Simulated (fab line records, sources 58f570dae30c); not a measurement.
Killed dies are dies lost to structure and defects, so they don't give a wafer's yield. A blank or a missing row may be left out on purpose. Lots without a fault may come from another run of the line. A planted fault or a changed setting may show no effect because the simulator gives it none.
Which tool did it? | flow berkeley_cmos170 | 14 lots, 42 wafers sampled, at 5 steps of a route of 331

WHAT THE GAUGES READ, wafer by wafer
UCB170_PWELL_THK_MEAS_03. Usual: PWELL_OXIDE_THK 25.7 nm, standard deviation 0.46.
lot  | measured    | on            | PWELL_OXIDE_THK (nm) | flag
L304 | day 2 12:07 | film_metro-03 | 25.1 25.3 25.4       |
L307 | day 3 09:46 | film_metro-02 | 25.7 25.5 26.0       |
L308 | day 3 09:46 | film_metro-01 | 25.5 25.3 25.7       |
L309 | day 3 19:14 | film_metro-01 | 25.3 25.1 25.3       |
L310 | day 4 00:16 | film_metro-02 | 25.4 24.9 24.9       |
L311 | day 4 00:16 | film_metro-03 | 25.8 26.1 25.4       |
L312 | day 4 04:47 | film_metro-02 | 26.0 25.8 26.2       |
L313 | day 4 07:41 | film_metro-01 | 26.4 26.2 26.1       |
L315 | day 4 22:36 | film_metro-01 | 25.6 25.5 25.6       |
L317 | day 5 09:28 | film_metro-01 | 26.0 26.1 26.3       |
L321 | day 6 01:25 | film_metro-03 | 25.7 25.9 25.9       |
L322 | day 6 08:54 | film_metro-03 | 25.2 25.6 25.4       |
L325 | day 6 21:07 | film_metro-03 | 26.2 26.2 26.3       |
L324 | day 6 21:09 | film_metro-02 | 25.2 25.4 25.6       |

UCB170_PWELL_TW_MEAS_17. Usual: PWELL_TW 382.7, standard deviation 2.8.
lot  | measured    | on            | PWELL_TW          | flag
L304 | day 2 20:59 | film_metro-02 | 385.9 386.6 384.8 |
L307 | day 3 17:24 | film_metro-03 | 375.9 377.3 377.8 |
L308 | day 3 17:15 | film_metro-02 | 382.1 381.3 383.2 |
L309 | day 4 03:44 | film_metro-02 | 384.3 384.9 385.7 |
L310 | day 4 07:47 | film_metro-02 | 383.9 385.0 385.5 |
L311 | day 4 07:31 | film_metro-03 | 379.1 377.2 377.9 |
L312 | day 4 10:35 | film_metro-02 | 383.6 384.7 385.8 |
L313 | day 4 15:03 | film_metro-02 | 385.3 385.0 385.2 |
L315 | day 5 06:43 | film_metro-02 | 385.5 383.3 384.6 |
L317 | day 5 16:44 | film_metro-02 | 382.4 382.1 381.3 |
L321 | day 6 07:32 | film_metro-02 | 384.0 382.6 381.5 |
L322 | day 6 14:15 | film_metro-02 | 459.8 459.4 459.3 | OFF
L325 | day 7 05:35 | film_metro-01 | 380.0 380.9 380.6 |
L324 | day 7 05:44 | film_metro-03 | 453.7 454.3 456.0 | OFF

UCB170_PFIELD_OVL_MEAS_06. Usual: PFIELD_OVL -4 nm, standard deviation 5.1.
lot  | measured    | on         | PFIELD_OVL (nm) | flag
L304 | day 3 23:01 | overlay-01 | -2 -2 3         |
L307 | day 4 21:41 | overlay-02 | -6 -5 -8        |
L308 | day 4 22:25 | overlay-02 | -2 -6 -1        |
L309 | day 5 11:22 | overlay-02 | -6 -8 -9        |
L310 | day 5 10:08 | overlay-02 | -7 -16 -6       |
L311 | day 5 12:49 | overlay-02 | -4 -13 -6       |
L312 | day 5 13:04 | overlay-01 | 7 5 1           |
L313 | day 5 17:28 | overlay-02 | -1 -2 -3        |
L315 | day 6 11:12 | overlay-02 | -8 1 -5         |
L317 | day 6 20:35 | overlay-01 | -6 -6 -7        |
L321 | day 7 16:00 | overlay-02 | 5 5 3           |
L322 | day 8 00:53 | overlay-02 | -2 -4 -1        |
L325 | day 8 12:05 | overlay-02 | -3 -2 -8        |
L324 | day 8 12:24 | overlay-01 | -10 -11 -3      |

WHICH TOOL RAN EACH LOT (tool, then ch and the chambers of the sampled wafers, then the start)
lot  | UCB170_PWELL_IMPLANT_15        | UCB170_PWELL_STRIP_16
L304 | implanter-01 ch 0, day 2 20:44 | plasma_asher-01 ch 0,1, day 2 20:53
L307 | implanter-01 ch 0, day 3 17:09 | plasma_asher-02 ch 0,1, day 3 17:18
L308 | implanter-01 ch 0, day 3 17:00 | plasma_asher-02 ch 0,1, day 3 17:09
L309 | implanter-01 ch 0, day 4 03:29 | plasma_asher-01 ch 0,1, day 4 03:38
L310 | implanter-04 ch 0, day 4 07:32 | plasma_asher-02 ch 0,1, day 4 07:41
L311 | implanter-02 ch 0, day 4 07:16 | plasma_asher-04 ch 0,1, day 4 07:25
L312 | implanter-02 ch 0, day 4 10:22 | plasma_asher-02 ch 0,1, day 4 10:30
L313 | implanter-02 ch 0, day 4 14:48 | plasma_asher-04 ch 0,1, day 4 14:57
L315 | implanter-01 ch 0, day 5 06:28 | plasma_asher-01 ch 0, day 5 06:36
L317 | implanter-04 ch 0, day 5 16:30 | plasma_asher-01 ch 0,1, day 5 16:37
L321 | implanter-02 ch 0, day 6 07:17 | plasma_asher-04 ch 0,1, day 6 07:26
L322 | implanter-04 ch 0, day 6 14:01 | plasma_asher-02 ch 0,1, day 6 14:08
L325 | implanter-01 ch 0, day 7 05:16 | plasma_asher-04 ch 0,1, day 7 05:23
L324 | implanter-04 ch 0, day 7 05:30 | plasma_asher-01 ch 0,1, day 7 05:37
- UCB170_PWELL_IMPLANT_15
- UCB170_PWELL_STRIP_16: strips in O2.

WHAT THE TOOLS THEMSELVES READ (means of the sampled wafers that have a number; where no wafer has one, the mark that the record gives instead)
UCB170_PWELL_IMPLANT_15. Usual: dose_ions_cm2 5e+12, standard deviation 6.2e+09; faraday_current_uA 15.8, standard deviation 0.33; tilt_deg 7.002 degrees, standard deviation 0.019.
lot  | tool         | dose_ions_cm2 | faraday_current_uA | tilt_deg (degrees) | flag
L304 | implanter-01 | 5e+12         | 15.9               | 6.998              |
L307 | implanter-01 | 5e+12         | 15.8               | 6.993              |
L308 | implanter-01 | 5e+12         | 16.0               | 6.975              |
L309 | implanter-01 | 5e+12         | 15.9               | 6.979              |
L310 | implanter-04 | 5e+12         | 15.6               | 7.001              |
L311 | implanter-02 | 5e+12         | 15.8               | 6.998              |
L312 | implanter-02 | 5e+12         | 15.6               | 7.008              |
L313 | implanter-02 | 5e+12         | 15.8               | 7.024              |
L315 | implanter-01 | 5e+12         | 15.8               | 7.027              |
L317 | implanter-04 | 5e+12         | 15.7               | 6.999              |
L321 | implanter-02 | 5e+12         | 15.9               | 7.019              |
L322 | implanter-04 | 9e+12         | 28.2               | 7.001              | OFF
L325 | implanter-01 | 5e+12         | 15.8               | 7.011              |
L324 | implanter-04 | 9e+12         | 28.6               | 6.982              | OFF

UCB170_PWELL_STRIP_16. Usual: drypump_motor_current_A 5.8 A, standard deviation 0.6; oes_product_au 0.721 a.u., standard deviation 0.0049; strip_time_to_endpoint_s 18.10 s, standard deviation 0.071.
lot  | tool            | drypump_motor_current_A (A) | oes_product_au (a.u.) | strip_time_to_endpoint_s (s) | flag
L304 | plasma_asher-01 | 5.7                         | 0.728                 | 18.05                        |
L307 | plasma_asher-02 | 6.1                         | 0.717                 | 18.11                        |
L308 | plasma_asher-02 | 6.1                         | 0.719                 | 18.06                        |
L309 | plasma_asher-01 | 6.1                         | 0.724                 | 18.08                        |
L310 | plasma_asher-02 | 6.1                         | 0.727                 | 18.08                        |
L311 | plasma_asher-04 | 5.2                         | 0.723                 | 18.22                        |
L312 | plasma_asher-02 | 6.0                         | 0.720                 | 18.06                        |
L313 | plasma_asher-04 | 5.2                         | 0.720                 | 18.09                        |
L315 | plasma_asher-01 | 5.2                         | 0.722                 | 18.13                        |
L317 | plasma_asher-01 | 5.7                         | 0.718                 | 17.98                        |
L321 | plasma_asher-04 | 5.1                         | 0.719                 | 18.12                        |
L322 | plasma_asher-02 | 6.2                         | 0.720                 | 18.13                        |
L325 | plasma_asher-04 | 5.2                         | 0.721                 | 18.13                        |
L324 | plasma_asher-01 | 5.7                         | 0.715                 | 18.12                        |

THE ANSWER, worked out from the rows above alone
Rule: a lot is off if the mean of its wafers that have a number lies more than 3 standard deviations from the usual mean. A lot without any number at a reading at which 4 lots or more have one is off too. The other lots that the step has rows for count as sound. The gauges are gone through in route order, then the tools' own readings, and for those a lot's mean is taken as printed above. The first step at which some lot is off is used, and at that step the reading that is off furthest; a lot without a number counts as furthest.
Off: L322, L324, at UCB170_PWELL_TW_MEAS_17 (PWELL_TW).
A tool fits if, at a process step before that reading, it ran every lot that is off, and no sound lot after the first of them. The gauges at UCB170_PWELL_TW_MEAS_17 aren't tried: what is off there is off at UCB170_PWELL_IMPLANT_15 too, on other tools, and a gauge's error can't cause that. One fits: implanter-04 at UCB170_PWELL_IMPLANT_15. Its last sound lot is L317 (day 5 16:30), its first lot that is off L322 (day 6 14:01): a fault that began between those two fits.
The tool's own readings at UCB170_PWELL_IMPLANT_15 bear it out: on the lots that are off they differ by more than 5 times the standard deviation of the sound lots' means. dose_ions_cm2 reads 9e+12 there against 5e+12 on the sound lots; faraday_current_uA reads 28.4 there against 15.8 on the sound lots.

WHAT THE SIMULATOR HAD PUT IN
Process parameter drift: implanter-04, from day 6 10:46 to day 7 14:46, at UCB170_PWELL_IMPLANT_15. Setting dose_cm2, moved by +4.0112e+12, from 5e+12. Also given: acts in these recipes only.
Lots struck among those shown: L322, L324. The rule above found the same.
